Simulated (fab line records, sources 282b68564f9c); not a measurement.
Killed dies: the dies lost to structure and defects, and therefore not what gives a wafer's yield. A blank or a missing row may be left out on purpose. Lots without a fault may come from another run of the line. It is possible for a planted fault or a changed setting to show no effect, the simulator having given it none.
Split-lot study :: flow rit-cmos :: 23 wafers read from 5 lots, route of 202 steps

## SPLIT DETAILS
At RIT_FOX1_OXIDATION_00 (target thk 350.7 nm, ox time 1130 s), the setting temp-c was moved away from the recipe's 1100 C on 20 of the 23 wafers read, by -2.4% to +2.8%. The other wafers ran this setting at the recipe's value.

The file shows no step between the split and the reading.

## THE READING
FOX1_OXIDE_THK (nm), taken at RIT_FOX1_THK_MEAS_01. On this fab line, fault-free wafers typically give 355 nm with a standard deviation of 6.6 nm.

wafer: L076.1
tool, chamber at the split: -, -
temp-c as run, C: 1074
against the recipe: -2.4%
FOX1_OXIDE_THK, nm: 305
against lot-mates on the recipe: no lot-mate on the recipe

wafer: L076.3
tool, chamber at the split: -, -
temp-c as run, C: 1074
against the recipe: -2.4%
FOX1_OXIDE_THK, nm: 303
against lot-mates on the recipe: no lot-mate on the recipe

wafer: L076.4
tool, chamber at the split: -, -
temp-c as run, C: 1074
against the recipe: -2.4%
FOX1_OXIDE_THK, nm: 305
against lot-mates on the recipe: no lot-mate on the recipe

wafer: L076.5
tool, chamber at the split: -, -
temp-c as run, C: 1074
against the recipe: -2.4%
FOX1_OXIDE_THK, nm: 314
against lot-mates on the recipe: no lot-mate on the recipe

wafer: L076.6
tool, chamber at the split: -, -
temp-c as run, C: 1074
against the recipe: -2.4%
FOX1_OXIDE_THK, nm: 311
against lot-mates on the recipe: no lot-mate on the recipe

wafer: L077.1
tool, chamber at the split: furnace-01, 0
temp-c as run, C: 1100
against the recipe: recipe
FOX1_OXIDE_THK, nm: 348
against lot-mates on the recipe: -

wafer: L077.5
tool, chamber at the split: furnace-01, 0
temp-c as run, C: 1100
against the recipe: recipe
FOX1_OXIDE_THK, nm: 349
against lot-mates on the recipe: -

wafer: L077.6
tool, chamber at the split: furnace-01, 0
temp-c as run, C: 1100
against the recipe: recipe
FOX1_OXIDE_THK, nm: 355
against lot-mates on the recipe: -

wafer: L078.1
tool, chamber at the split: -, -
temp-c as run, C: 1089
against the recipe: -1.0%
FOX1_OXIDE_THK, nm: 336
against lot-mates on the recipe: no lot-mate on the recipe

wafer: L078.2
tool, chamber at the split: -, -
temp-c as run, C: 1089
against the recipe: -1.0%
FOX1_OXIDE_THK, nm: 335
against lot-mates on the recipe: no lot-mate on the recipe

wafer: L078.4
tool, chamber at the split: -, -
temp-c as run, C: 1089
against the recipe: -1.0%
FOX1_OXIDE_THK, nm: 335
against lot-mates on the recipe: no lot-mate on the recipe

wafer: L078.5
tool, chamber at the split: -, -
temp-c as run, C: 1089
against the recipe: -1.0%
FOX1_OXIDE_THK, nm: 332
against lot-mates on the recipe: no lot-mate on the recipe

wafer: L078.6
tool, chamber at the split: -, -
temp-c as run, C: 1089
against the recipe: -1.0%
FOX1_OXIDE_THK, nm: 332
against lot-mates on the recipe: no lot-mate on the recipe

wafer: L081.1
tool, chamber at the split: -, -
temp-c as run, C: 1131
against the recipe: +2.8%
FOX1_OXIDE_THK, nm: 409
against lot-mates on the recipe: no lot-mate on the recipe

wafer: L081.2
tool, chamber at the split: -, -
temp-c as run, C: 1131
against the recipe: +2.8%
FOX1_OXIDE_THK, nm: 408
against lot-mates on the recipe: no lot-mate on the recipe

wafer: L081.4
tool, chamber at the split: -, -
temp-c as run, C: 1131
against the recipe: +2.8%
FOX1_OXIDE_THK, nm: 407
against lot-mates on the recipe: no lot-mate on the recipe

wafer: L081.5
tool, chamber at the split: -, -
temp-c as run, C: 1131
against the recipe: +2.8%
FOX1_OXIDE_THK, nm: 407
against lot-mates on the recipe: no lot-mate on the recipe

wafer: L081.6
tool, chamber at the split: -, -
temp-c as run, C: 1131
against the recipe: +2.8%
FOX1_OXIDE_THK, nm: 409
against lot-mates on the recipe: no lot-mate on the recipe

wafer: L085.2
tool, chamber at the split: -, -
temp-c as run, C: 1112
against the recipe: +1.1%
FOX1_OXIDE_THK, nm: 387
against lot-mates on the recipe: no lot-mate on the recipe

wafer: L085.3
tool, chamber at the split: -, -
temp-c as run, C: 1112
against the recipe: +1.1%
FOX1_OXIDE_THK, nm: 382
against lot-mates on the recipe: no lot-mate on the recipe

wafer: L085.4
tool, chamber at the split: -, -
temp-c as run, C: 1112
against the recipe: +1.1%
FOX1_OXIDE_THK, nm: 377
against lot-mates on the recipe: no lot-mate on the recipe

wafer: L085.5
tool, chamber at the split: -, -
temp-c as run, C: 1112
against the recipe: +1.1%
FOX1_OXIDE_THK, nm: 375
against lot-mates on the recipe: no lot-mate on the recipe

wafer: L085.6
tool, chamber at the split: -, -
temp-c as run, C: 1112
against the recipe: +1.1%
FOX1_OXIDE_THK, nm: 387
against lot-mates on the recipe: no lot-mate on the recipe

THE FIT
A straight line over all 23 wafers: FOX1_OXIDE_THK changes by +19.8 nm for each +1% of temp-c; r = +0.99; the points scatter about the line by 4.8 nm.
Too few moved wafers have a lot-mate on the recipe to fit a line with each lot's own level taken away.

## THE WHOLE CHAIN: every reading that the file lists as answering this split, in the file's order
step: RIT_FOX1_OXIDATION_00
what it does: target thk 350.7 nm, ox time 1130 s
reading: SiO2_of_FOX1_OXIDATION_00.thk-nm (the simulator's own value, which no gauge read)
change (the file's fit): +19.9 nm for each +1% of the setting
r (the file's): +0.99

step: RIT_FOX1_THK_MEAS_01
what it does: 
reading: FOX1_OXIDE_THK
change (the file's fit): +19.9 for each +1% of the setting
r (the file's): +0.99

## FILE'S OWN FIT
FOX1_OXIDE_THK changes by +19.9 nm for each +1% of temp-c, r = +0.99.
